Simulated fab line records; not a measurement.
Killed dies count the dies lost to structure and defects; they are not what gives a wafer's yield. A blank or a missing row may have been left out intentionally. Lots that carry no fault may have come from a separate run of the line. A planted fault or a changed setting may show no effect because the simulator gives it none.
fab line records	flow ritCmos
[record] lots = 14	wafers = 42	lastDay = 8
route steps=202 shown FOX2@27 GATE@92 NSD@139 CONTACT@181 M1@202
lots that met no fault: from a run of the same line without faults
startH: start of the lot's first displayed wafer, in hours after the record's first day	waitH: hours elapsed since this lot's preceding step	" as in the row above	L1.1+2: a single row standing in for several wafers	- value missing, or start not given	* or withheld: withheld	< > ~ a bound
route shown NAME@n: a module of which the file shows steps, and the number in the route of the first	usual: the fault-free wafers' mean and standard deviation	same: alike in all rows	chamber/n: place in a boat	sites: readings site by site	_std_site: standard deviation across them	_edge_site: the outer-site mean with the inner-site mean subtracted	radiusMm: for every site, how far away it sits from the centre of the wafer	mask NAME#n: copy n	behind: the tool/chamber that last shaped the wafer	hold: reason for holding the lot/hours on hold/outcome of the hold	device: transistor that didn't switch, given as n, p or np	end of line: tests run on the same wafers once the route is complete	where a step has no rows: the recipe by itself	killed: dies lost to structure and defects at the first sort, not the wafer's yield	map: shows each die of a wafer: x if killed, . if not, _ if none is there
set.NAME: setting as actually run; set.NAME@STEP: the setting as run at that earlier step	model.NAME: the simulator's own value behind a step, which no gauge read
one table for each step of the route and one row for each wafer, over a sample of lots
services: from which hour (startH, from the record's first day; less than 0 if before it) a tool's chamber was out of use, for how many hours, and why
[[steps]]
[step RIT_FOX2_THK_MEAS_90]
[recipe] reads = SiO2_of_FOX2_OXIDATION_00
[usual] FIELD_OXIDE_LEFT_1_THK = 325/8.9
lot.wafer	tool	chamber	startH	waitH	FIELD_OXIDE_LEFT_1_THK[nm]
L760.1	filmMetro-04	-	22.02	0.0	319
L760.5	"	-	"	"	313
L760.6	"	-	"	"	310
L761.4	filmMetro-04	-	27.29	0.0	331
L761.5	"	-	"	"	337
L761.6	"	-	"	"	335
L762.3	filmMetro-02	-	32.27	0.0	340
L762.4	"	-	"	"	330
L762.5	"	-	"	"	330
L763.1	filmMetro-02	-	36.87	0.0	323
L763.2	"	-	"	"	315
L763.5	"	-	"	"	320
L766.3	filmMetro-01	-	56.55	0.0	321
L766.4	"	-	"	"	321
L766.5	"	-	"	"	318
L769.2	filmMetro-02	-	71.77	0.0	328
L769.4	"	-	"	"	331
L769.5	"	-	"	"	337
L771.1	filmMetro-02	-	80.80	0.0	313
L771.2	"	-	"	"	312
L771.3	"	-	"	"	321
L772.1	filmMetro-01	-	85.37	0.0	335
L772.2	"	-	"	"	326
L772.5	"	-	"	"	332
L776.1	filmMetro-02	-	104.62	0.0	336
L776.2	"	-	"	"	338
L776.4	"	-	"	"	334
L778.1	filmMetro-02	-	111.53	0.0	327
L778.2	"	-	"	"	317
L778.6	"	-	"	"	318
L779.1	filmMetro-02	-	116.10	0.0	325
L779.2	"	-	"	"	323
L779.3	"	-	"	"	329
L780.1	filmMetro-02	-	122.93	0.0	338
L780.3	"	-	"	"	336
L780.6	"	-	"	"	343
L782.1	filmMetro-04	-	132.26	0.0	330
L782.2	"	-	"	"	327
L782.4	"	-	"	"	329
L783.1	filmMetro-01	-	136.94	0.0	336
L783.2	"	-	"	"	340
L783.3	"	-	"	"	344
[step RIT_GATE_CD_MEAS_16]
[recipe] targetCdNm = 150
[usual] cdNm = 149.5/2.3
lot.wafer	tool	chamber	startH	waitH	cdNm
L760.1	cdSem-02	-	42.18	-	150.2
L760.5	"	-	"	"	147.5
L760.6	"	-	"	"	149.0
L761.4	cdSem-02	-	52.06	-	146.8
L761.5	"	-	"	"	147.2
L761.6	"	-	"	"	146.7
L762.3	cdSem-01	-	55.82	-	152.1
L762.4	"	-	"	"	151.2
L762.5	"	-	"	"	151.1
L763.1	cdSem-02	-	61.78	-	150.9
L763.2	"	-	"	"	152.2
L763.5	"	-	"	"	150.1
L766.3	cdSem-02	-	79.56	-	149.9
L766.4	"	-	"	"	150.2
L766.5	"	-	"	"	148.8
L769.2	cdSem-02	-	93.72	-	145.3
L769.4	"	-	"	"	149.0
L769.5	"	-	"	"	145.9
L771.1	cdSem-01	-	101.15	-	146.8
L771.2	"	-	"	"	146.4
L771.3	"	-	"	"	147.8
L772.1	cdSem-01	-	106.26	-	149.4
L772.2	"	-	"	"	150.0
L772.5	"	-	"	"	149.9
L776.1	cdSem-01	-	125.94	-	152.2
L776.2	"	-	"	"	154.1
L776.4	"	-	"	"	152.6
L778.1	cdSem-02	-	129.09	-	148.7
L778.2	"	-	"	"	148.9
L778.6	"	-	"	"	149.4
L779.1	cdSem-02	-	134.33	-	146.2
L779.2	"	-	"	"	144.5
L779.3	"	-	"	"	146.0
L780.1	cdSem-02	-	141.68	-	151.4
L780.3	"	-	"	"	150.8
L780.6	"	-	"	"	150.9
L782.1	cdSem-02	-	156.50	-	153.3
L782.2	"	-	"	"	152.4
L782.4	"	-	"	"	150.1
L783.1	cdSem-02	-	158.59	-	150.9
L783.2	"	-	"	"	153.9
L783.3	"	-	"	"	152.1
[step RIT_NSD_IMPLANT_08]
[recipe] species = P	energyKev = 25	doseCm2 = 1e+15	tiltDeg = 7
[usual] doseIonsCm2 = 9.999e+14/1.2e+12	endStationPressureTorr = 7.5e-06/3.7e-07	faradayCurrentUA = 3132/69
lot.wafer	tool	chamber	startH	waitH	doseIonsCm2	endStationPressureTorr	faradayCurrentUA
L760.1	implanter-02	0	54.58	0.1	9.993e+14	7.7e-06	3216
L760.5	"	0	"	"	9.984e+14	7.5e-06	3191
L760.6	"	0	"	"	9.995e+14	7.1e-06	3151
L761.4	implanter-03	0	66.39	0.1	9.976e+14	7.7e-06	3139
L761.5	"	0	"	"	1.0022e+15	7.7e-06	3091
L761.6	"	0	"	"	9.984e+14	7.9e-06	3153
L762.3	implanter-01	0	66.60	0.1	1.0015e+15	7.1e-06	3067
L762.4	"	0	"	"	1.0008e+15	7.5e-06	2997
L762.5	"	0	"	"	1.0007e+15	7.2e-06	3246
L763.1	implanter-03	0	76.00	0.1	1.0011e+15	7.9e-06	3165
L763.2	"	0	"	"	1.002e+15	6.5e-06	3152
L763.5	"	0	"	"	1.0015e+15	7.4e-06	3183
L766.3	implanter-02	0	91.16	0.1	1.0004e+15	7.9e-06	3139
L766.4	"	0	"	"	1.0003e+15	7.6e-06	3200
L766.5	"	0	"	"	9.996e+14	7.2e-06	3148
L769.2	implanter-02	0	105.11	0.1	9.9e+13	5.6e-06	313
L769.4	"	0	"	"	9.81e+13	5.1e-06	322
L769.5	"	0	"	"	9.8e+13	5.3e-06	319
L771.1	implanter-02	0	112.59	0.1	1.001e+14	5e-06	314
L771.2	"	0	"	"	9.97e+13	4.9e-06	304
L771.3	"	0	"	"	1.018e+14	5.3e-06	312
L772.1	implanter-03	0	117.14	0.1	9.993e+14	7.7e-06	3147
L772.2	"	0	"	"	9.997e+14	7.2e-06	3182
L772.5	"	0	"	"	9.993e+14	8e-06	3209
L776.1	implanter-01	0	136.33	0.1	9.98e+14	7.7e-06	3206
L776.2	"	0	"	"	9.995e+14	7.7e-06	3129
L776.4	"	0	"	"	9.991e+14	7.7e-06	3207
L778.1	implanter-01	0	141.82	0.1	9.991e+14	7.6e-06	3144
L778.2	"	0	"	"	1.0011e+15	7.5e-06	3135
L778.6	"	0	"	"	9.972e+14	7.8e-06	3064
L779.1	implanter-01	0	146.11	0.1	1.0005e+15	7.2e-06	3087
L779.2	"	0	"	"	1.0001e+15	7.7e-06	3182
L779.3	"	0	"	"	1.0018e+15	7e-06	3151
L780.1	implanter-01	0	153.77	0.1	9.996e+14	7.7e-06	3246
L780.3	"	0	"	"	9.979e+14	8.1e-06	3020
L780.6	"	0	"	"	9.992e+14	8.1e-06	3279
L782.1	implanter-03	0	171.02	0.1	9.982e+14	7.2e-06	3044
L782.2	"	0	"	"	1.0014e+15	7.4e-06	3126
L782.4	"	0	"	"	1.0007e+15	7.7e-06	3160
L783.1	implanter-01	0	172.09	0.1	1e+15	6.4e-06	3045
L783.2	"	0	"	"	9.979e+14	7.8e-06	3157
L783.3	"	0	"	"	9.992e+14	7.8e-06	3032
[step RIT_NSD_TW_MEAS_10]
[usual] NSD_TW = 3100/19
lot.wafer	tool	chamber	startH	waitH	NSD_TW
L760.1	filmMetro-04	-	54.91	0.1	3070
L760.5	"	-	"	"	3068
L760.6	"	-	"	"	3065
L761.4	filmMetro-04	-	66.67	0.1	3073
L761.5	"	-	"	"	3073
L761.6	"	-	"	"	3060
L762.3	filmMetro-03	-	66.90	0.1	3090
L762.4	"	-	"	"	3102
L762.5	"	-	"	"	3100
L763.1	filmMetro-01	-	76.32	0.1	3115
L763.2	"	-	"	"	3111
L763.5	"	-	"	"	3124
L766.3	filmMetro-03	-	91.46	0.1	3127
L766.4	"	-	"	"	3116
L766.5	"	-	"	"	3113
L769.2	filmMetro-03	-	105.42	0.1	1653
L769.4	"	-	"	"	1645
L769.5	"	-	"	"	1637
L771.1	filmMetro-01	-	113.01	0.1	1660
L771.2	"	-	"	"	1643
L771.3	"	-	"	"	1642
L772.1	filmMetro-01	-	117.46	0.1	3104
L772.2	"	-	"	"	3102
L772.5	"	-	"	"	3106
L776.1	filmMetro-03	-	136.65	0.1	3066
L776.2	"	-	"	"	3061
L776.4	"	-	"	"	3063
L778.1	filmMetro-03	-	142.14	0.1	3074
L778.2	"	-	"	"	3075
L778.6	"	-	"	"	3045
L779.1	filmMetro-01	-	146.43	0.1	3115
L779.2	"	-	"	"	3117
L779.3	"	-	"	"	3119
L780.1	filmMetro-01	-	154.10	0.1	3122
L780.3	"	-	"	"	3102
L780.6	"	-	"	"	3122
L782.1	filmMetro-01	-	171.35	0.1	3147
L782.2	"	-	"	"	3148
L782.4	"	-	"	"	3124
L783.1	filmMetro-03	-	172.41	0.1	3108
L783.2	"	-	"	"	3112
L783.3	"	-	"	"	3109
[step RIT_SDANNEAL_RS_MEAS_05]
[recipe] thkMeasGauge = four-point-probe
[usual] NSD_RS = 84.46/0.28
lot.wafer	tool	chamber	startH	waitH	NSD_RS[ohm/sq]
L760.1	filmMetro-03	-	57.07	0.1	84.24
L760.5	"	-	"	"	84.03
L760.6	"	-	"	"	83.99
L761.4	filmMetro-04	-	68.96	0.1	84.66
L761.5	"	-	"	"	84.45
L761.6	"	-	"	"	84.23
L762.3	filmMetro-03	-	69.27	0.1	84.36
L762.4	"	-	"	"	84.16
L762.5	"	-	"	"	84.31
L763.1	filmMetro-01	-	78.41	0.1	84.81
L763.2	"	-	"	"	84.79
L763.5	"	-	"	"	84.43
L766.3	filmMetro-04	-	93.50	0.1	84.67
L766.4	"	-	"	"	84.59
L766.5	"	-	"	"	84.50
L769.2	filmMetro-04	-	107.79	0.1	485.48
L769.4	"	-	"	"	485.73
L769.5	"	-	"	"	487.03
L771.1	filmMetro-04	-	115.09	0.1	475.27
L771.2	"	-	"	"	493.38
L771.3	"	-	"	"	491.52
L772.1	filmMetro-01	-	119.74	0.1	84.23
L772.2	"	-	"	"	84.15
L772.5	"	-	"	"	84.07
L776.1	filmMetro-01	-	138.69	0.1	85.06
L776.2	"	-	"	"	85.22
L776.4	"	-	"	"	85.05
L778.1	filmMetro-04	-	144.19	0.1	84.45
L778.2	"	-	"	"	85.02
L778.6	"	-	"	"	84.77
L779.1	filmMetro-04	-	148.47	0.1	84.50
L779.2	"	-	"	"	84.64
L779.3	"	-	"	"	84.41
L780.1	filmMetro-01	-	156.13	0.1	83.96
L780.3	"	-	"	"	83.62
L780.6	"	-	"	"	84.17
L782.1	filmMetro-01	-	173.50	0.1	84.11
L782.2	"	-	"	"	84.00
L782.4	"	-	"	"	84.21
L783.1	filmMetro-03	-	174.56	0.1	84.27
L783.2	"	-	"	"	84.19
L783.3	"	-	"	"	84.31
[step RIT_CONTACT_CD_MEAS_90]
[recipe] targetCdNm = 1000
[usual] cdNm = 1000.5/2.3
lot.wafer	tool	chamber	startH	waitH	cdNm
L760.1	cdSem-01	-	59.82	0.1	1001.9
L760.5	"	-	"	"	1001.1
L760.6	"	-	"	"	1002.0
L761.4	cdSem-02	-	71.79	0.1	998.4
L761.5	"	-	"	"	1000.8
L761.6	"	-	"	"	999.4
L762.3	cdSem-02	-	72.09	0.1	1000.9
L762.4	"	-	"	"	1000.8
L762.5	"	-	"	"	1002.3
L763.1	cdSem-02	-	81.24	0.2	1004.4
L763.2	"	-	"	"	1004.0
L763.5	"	-	"	"	1004.8
L766.3	cdSem-02	-	96.26	0.1	998.6
L766.4	"	-	"	"	998.2
L766.5	"	-	"	"	998.0
L769.2	cdSem-02	-	110.61	0.1	995.7
L769.4	"	-	"	"	998.0
L769.5	"	-	"	"	996.2
L771.1	cdSem-02	-	118.10	0.1	997.0
L771.2	"	-	"	"	995.6
L771.3	"	-	"	"	996.3
L772.1	cdSem-02	-	122.55	0.1	1000.2
L772.2	"	-	"	"	999.4
L772.5	"	-	"	"	1000.3
L776.1	cdSem-01	-	141.43	0.1	1005.1
L776.2	"	-	"	"	1003.3
L776.4	"	-	"	"	1004.5
L778.1	cdSem-01	-	146.95	0.1	999.0
L778.2	"	-	"	"	996.8
L778.6	"	-	"	"	999.6
L779.1	cdSem-01	-	151.23	0.1	1001.0
L779.2	"	-	"	"	1002.9
L779.3	"	-	"	"	1002.8
L780.1	cdSem-01	-	158.76	0.1	998.3
L780.3	"	-	"	"	999.5
L780.6	"	-	"	"	1000.1
L782.1	cdSem-02	-	176.14	0.1	1000.8
L782.2	"	-	"	"	1002.6
L782.4	"	-	"	"	999.9
L783.1	cdSem-01	-	177.19	0.1	1003.8
L783.2	"	-	"	"	1000.0
L783.3	"	-	"	"	999.9
[step RIT_M1_PROBE_99]
[usual] killed_at_M0_to_M3 = 0.0/0.12	killedAtContacts = 0.0/0.16	killedAtFrontEnd = 7.5/2.8	killedDies = 7.6/2.9	killedOpen = 3.7/2	killedShort = 3.8/2
[same] grossDies = 264	killed_at_M4_up = 0	killedAtBackSide = 0	killedAtOther = 0
lot.wafer	tool	chamber	startH	waitH	killed_at_M0_to_M3	killedAtContacts	killedAtFrontEnd	killedDies	killedOpen	killedShort
L760.1	prober-01	-	64.49	0.1	0	0	10	10	5	5
L760.5	prober-01	-	64.69	0.2	0	0	8	8	6	2
L760.6	prober-01	-	64.74	0.2	0	0	3	3	1	2
L761.4	prober-02	-	76.55	0.2	0	0	9	9	3	6
L761.5	prober-02	-	76.60	0.2	0	0	11	11	5	6
L761.6	prober-02	-	76.65	0.2	0	0	8	8	6	2
L762.3	prober-01	-	78.00	0.2	0	0	10	10	4	6
L762.4	prober-01	-	78.05	0.2	0	0	8	8	4	4
L762.5	prober-01	-	78.10	0.2	0	0	7	7	4	3
L763.1	prober-02	-	85.90	0.1	0	0	11	11	8	2
L763.2	prober-02	-	85.95	0.1	1	0	10	11	4	5
L763.5	prober-02	-	86.10	0.2	0	0	6	6	2	3
L766.3	prober-01	-	100.95	0.2	0	0	10	10	6	4
L766.4	prober-01	-	101.00	0.2	0	0	7	7	5	2
L766.5	prober-01	-	101.05	0.2	0	0	5	5	1	4
L769.2	prober-02	-	115.35	0.1	0	0	9	9	3	6
L769.4	prober-02	-	115.45	0.2	0	0	10	10	2	8
L769.5	prober-02	-	115.50	0.2	0	0	9	9	6	3
L771.1	prober-01	-	122.60	0.1	0	0	8	8	7	1
L771.2	prober-01	-	122.65	0.1	0	0	3	3	3	0
L771.3	prober-01	-	122.70	0.2	0	0	10	10	5	5
L772.1	prober-02	-	127.09	0.1	0	0	10	10	7	3
L772.2	prober-02	-	127.14	0.1	0	0	6	6	1	5
L772.5	prober-02	-	127.29	0.2	0	0	7	7	4	3
L776.1	prober-02	-	146.07	0.1	0	0	8	8	5	3
L776.2	prober-02	-	146.12	0.1	0	0	6	6	1	5
L776.4	prober-02	-	146.22	0.2	0	0	10	10	4	6
L778.1	prober-02	-	151.46	0.1	0	0	7	7	3	3
L778.2	prober-02	-	151.51	0.1	0	0	11	11	4	7
L778.6	prober-02	-	151.71	0.2	0	0	5	5	3	2
L779.1	prober-01	-	155.84	0.1	0	0	11	11	6	5
L779.2	prober-01	-	155.89	0.1	0	0	8	8	3	5
L779.3	prober-01	-	155.94	0.2	0	0	6	6	3	2
L780.1	prober-02	-	163.24	0.1	0	0	8	8	3	5
L780.3	prober-02	-	163.34	0.2	0	0	4	4	2	2
L780.6	prober-02	-	163.49	0.2	0	0	12	12	4	8
L782.1	prober-02	-	180.63	0.1	0	0	13	13	5	8
L782.2	prober-02	-	180.68	0.1	0	0	9	9	4	5
L782.4	prober-02	-	180.78	0.2	0	0	6	6	4	2
L783.1	prober-01	-	182.13	0.1	0	0	8	8	6	2
L783.2	prober-01	-	182.18	0.1	0	0	9	9	3	6
L783.3	prober-01	-	182.23	0.2	0	1	13	14	5	9
// killed by level:class
L760.1 REOX:geometricParticle:short=3 REOX:geometricParticle:open=2 SILICIDE:geometricParticle:short=2 GATE:geometricParticle:open=1 SPACER:geometricParticle:open=1 SILICIDE:geometricParticle:open=1
L760.5 GATE:geometricParticle:open=3 SILICIDE:geometricParticle:open=2 FOX2:geometricParticle:open=1 REOX:geometricParticle:short=1 SILICIDE:geometricParticle:short=1
L760.6 FOX1:geometricParticle:open=1 FOX2:geometricParticle:short=1 GATE:geometricParticle:short=1
L761.4 REOX:geometricParticle:short=2 ACTIVE:geometricParticle:short=1 FOX1:geometricParticle:open=1 FOX1:geometricParticle:short=1 FOX2:geometricParticle:short=1 GATE:geometricParticle:short=1 SPACER:geometricParticle:open=1 SILICIDE:geometricParticle:open=1
L761.5 FOX1:geometricParticle:open=2 FOX1:geometricParticle:short=2 GATE:geometricParticle:short=2 SPACER:geometricParticle:short=2 GATE:geometricParticle:open=1 SPACER:geometricParticle:open=1 SILICIDE:geometricParticle:open=1
L761.6 GATE:geometricParticle:short=2 GATE:geometricParticle:open=2 SPACER:geometricParticle:open=2 SILICIDE:geometricParticle:open=2
L762.3 GATE:geometricParticle:short=3 GATE:geometricParticle:open=2 FOX2:geometricParticle:open=1 FOX2:geometricParticle:short=1 REOX:geometricParticle:short=1 SPACER:geometricParticle:short=1 SILICIDE:geometricParticle:open=1
L762.4 FOX2:geometricParticle:short=2 REOX:geometricParticle:short=2 SPACER:geometricParticle:open=2 GATE:geometricParticle:open=1 REOX:geometricParticle:open=1
L762.5 GATE:geometricParticle:open=2 SPACER:geometricParticle:short=2 FOX2:geometricParticle:open=1 GATE:geometricParticle:short=1 SPACER:geometricParticle:open=1
L763.1 GATE:geometricParticle:open=5 FOX1:geometricParticle:open=3 GATE:geometricParticle:short=2 NSD:coatMicrobubblePrinted=1
L763.2 GATE:geometricParticle:short=3 NSD:coatMicrobubblePrinted=2 FOX1:geometricParticle:short=1 FOX1:geometricParticle:open=1 GATE:geometricParticle:open=1 SPACER:geometricParticle:short=1 SILICIDE:geometricParticle:open=1 M1:geometricParticle:open=1
L763.5 FOX2:geometricParticle:open=1 GATE:geometricParticle:short=1 REOX:geometricParticle:short=1 SILICIDE:geometricParticle:open=1 SILICIDE:geometricParticle:short=1 NSD:coatMicrobubblePrinted=1
L766.3 FOX1:geometricParticle:open=3 GATE:geometricParticle:short=2 GATE:geometricParticle:open=1 REOX:geometricParticle:open=1 REOX:geometricParticle:short=1 SPACER:geometricParticle:open=1 SILICIDE:geometricParticle:short=1
L766.4 FOX1:geometricParticle:open=2 FOX1:geometricParticle:short=1 GATE:geometricParticle:open=1 REOX:geometricParticle:open=1 SPACER:geometricParticle:short=1 SILICIDE:geometricParticle:open=1
L766.5 GATE:geometricParticle:short=3 GATE:geometricParticle:open=1 REOX:geometricParticle:short=1
L769.2 GATE:geometricParticle:short=2 SPACER:geometricParticle:short=2 SILICIDE:geometricParticle:open=2 FOX1:geometricParticle:short=1 GATE:geometricParticle:open=1 SILICIDE:geometricParticle:short=1
L769.4 GATE:geometricParticle:short=2 REOX:geometricParticle:short=2 SPACER:geometricParticle:short=2 FOX2:geometricParticle:short=1 GATE:geometricParticle:open=1 SILICIDE:geometricParticle:short=1 SILICIDE:geometricParticle:open=1
L769.5 FOX1:geometricParticle:open=2 GATE:geometricParticle:short=2 SPACER:geometricParticle:open=2 GATE:geometricParticle:open=1 REOX:geometricParticle:open=1 SPACER:geometricParticle:short=1
L771.1 GATE:geometricParticle:open=6 FOX2:geometricParticle:open=1 GATE:geometricParticle:short=1
L771.2 GATE:geometricParticle:open=1 REOX:geometricParticle:open=1 SILICIDE:geometricParticle:open=1
L771.3 GATE:geometricParticle:short=2 FOX1:geometricParticle:short=1 FOX2:geometricParticle:open=1 GATE:geometricParticle:open=1 REOX:geometricParticle:open=1 SPACER:geometricParticle:open=1 SPACER:geometricParticle:short=1 SILICIDE:geometricParticle:short=1
L772.1 GATE:geometricParticle:open=4 REOX:geometricParticle:open=2 GATE:geometricParticle:short=1 SPACER:geometricParticle:short=1 SPACER:geometricParticle:open=1 SILICIDE:geometricParticle:short=1
L772.2 FOX2:geometricParticle:short=2 GATE:geometricParticle:short=2 REOX:geometricParticle:open=1 SILICIDE:geometricParticle:short=1
L772.5 GATE:geometricParticle:open=2 GATE:geometricParticle:short=2 FOX1:geometricParticle:short=1 FOX2:geometricParticle:open=1 SILICIDE:geometricParticle:open=1
L776.1 GATE:geometricParticle:open=4 GATE:geometricParticle:short=2 FOX2:geometricParticle:short=1 SPACER:geometricParticle:open=1
L776.2 SPACER:geometricParticle:short=2 SILICIDE:geometricParticle:short=2 FOX2:geometricParticle:short=1 SPACER:geometricParticle:open=1
L776.4 FOX2:geometricParticle:short=2 GATE:geometricParticle:short=2 FOX2:geometricParticle:open=1 GATE:geometricParticle:open=1 REOX:geometricParticle:open=1 REOX:geometricParticle:short=1 SPACER:geometricParticle:open=1 SILICIDE:geometricParticle:short=1
L778.1 SPACER:geometricParticle:short=1 FOX2:geometricParticle:open=1 GATE:geometricParticle:short=1 GATE:geometricParticle:open=1 REOX:geometricParticle:open=1 REOX:geometricParticle:short=1 PSD:coatMicrobubblePrinted=1
L778.2 REOX:geometricParticle:short=3 GATE:geometricParticle:short=2 REOX:geometricParticle:open=2 FOX1:geometricParticle:short=1 GATE:geometricParticle:open=1 SILICIDE:geometricParticle:open=1 SILICIDE:geometricParticle:short=1
L778.6 REOX:geometricParticle:short=2 GATE:geometricParticle:open=1 REOX:geometricParticle:open=1 SILICIDE:geometricParticle:open=1
L779.1 GATE:geometricParticle:short=3 FOX1:geometricParticle:open=2 GATE:geometricParticle:open=2 REOX:geometricParticle:open=1 REOX:geometricParticle:short=1 SPACER:geometricParticle:open=1 SPACER:geometricParticle:short=1
L779.2 GATE:geometricParticle:short=3 GATE:geometricParticle:open=2 REOX:geometricParticle:short=1 SPACER:geometricParticle:open=1 SILICIDE:geometricParticle:short=1
L779.3 GATE:geometricParticle:open=1 GATE:geometricParticle:short=1 REOX:geometricParticle:open=1 SPACER:geometricParticle:open=1 SILICIDE:geometricParticle:short=1 NSD:coatMicrobubblePrinted=1
L780.1 SPACER:geometricParticle:short=3 GATE:geometricParticle:short=2 FOX1:geometricParticle:open=1 GATE:geometricParticle:open=1 SILICIDE:geometricParticle:open=1
L780.3 FOX1:geometricParticle:open=1 FOX2:geometricParticle:open=1 GATE:geometricParticle:short=1 SPACER:geometricParticle:short=1
L780.6 GATE:geometricParticle:short=4 REOX:geometricParticle:open=2 SILICIDE:geometricParticle:short=2 FOX2:geometricParticle:open=1 GATE:geometricParticle:open=1 REOX:geometricParticle:short=1 SPACER:geometricParticle:short=1
L782.1 FOX1:geometricParticle:short=3 GATE:geometricParticle:short=3 GATE:geometricParticle:open=3 FOX2:geometricParticle:short=1 REOX:geometricParticle:open=1 REOX:geometricParticle:short=1 SPACER:geometricParticle:open=1
L782.2 GATE:geometricParticle:open=3 SPACER:geometricParticle:short=3 FOX1:geometricParticle:short=1 FOX1:geometricParticle:open=1 REOX:geometricParticle:short=1
L782.4 GATE:geometricParticle:open=3 GATE:geometricParticle:short=2 SILICIDE:geometricParticle:open=1
L783.1 GATE:geometricParticle:open=5 GATE:geometricParticle:short=1 REOX:geometricParticle:open=1 SILICIDE:geometricParticle:short=1
L783.2 REOX:geometricParticle:short=3 GATE:geometricParticle:open=2 FOX2:geometricParticle:short=1 GATE:geometricParticle:short=1 SPACER:geometricParticle:open=1 SPACER:geometricParticle:short=1
L783.3 GATE:geometricParticle:short=3 REOX:geometricParticle:short=2 SPACER:geometricParticle:open=2 FOX1:geometricParticle:short=1 FOX2:geometricParticle:short=1 GATE:geometricParticle:open=1 REOX:geometricParticle:open=1 SILICIDE:geometricParticle:short=1
[[services]]
tool	chamber	startH	hours	kind
implanter-01	-	32.45	2.3	repair
implanter-03	-	78.52	5.1	repair
implanter-03	-	121.64	3.7	repair
implanter-03	-	134.88	18.7	repair
implanter-02	-	155.88	8.4	repair
implanter-02	-	163.87	1.5	repair
implanter-01	-	169.80	2.1	repair
[[key]]
[firstSign] step = RIT_NSD_IMPLANT_08	reading = doseIonsCm2	direction = down	sigmas = 99+	usual = 9.999e+14	struck = 9.94e+13
[effect] step = RIT_NSD_IMPLANT_08	reading = faradayCurrentUA	direction = down	sigmas = 41	usual = 3132	struck = 314
[effect] step = RIT_NSD_TW_MEAS_10	reading = NSD_TW	direction = down	sigmas = 77	usual = 3100	struck = 1647
[effect] step = RIT_SDANNEAL_RS_MEAS_05	reading = NSD_RS	direction = up	sigmas = 99+	usual = 84.46	struck = 486.40
metAt RIT_NSD_IMPLANT_08
struckLots L769,L771
testerLeftOut L769,L771
notActingAt RIT_FOX2_THK_MEAS_90,RIT_GATE_CD_MEAS_16,RIT_CONTACT_CD_MEAS_90
onsetBetween 91.16 105.11
[fault] kind = processParameterDrift	tool = implanter-02	chamber = -	onsetH = 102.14	steps = RIT_NSD_IMPLANT_08	channel = doseCm2	offset = -9e+14	shape = step	endH = 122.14	actsIn = theseRecipesOnly	stated = 1e+15
// testerLeftOut: of these lots the tester's yield and bins aren't shown, on N5 and GAA mostly nor the transistor test; their killed dies are dies lost to structure and defects alone, not to doping, threshold or leakage, so they don't give the yield
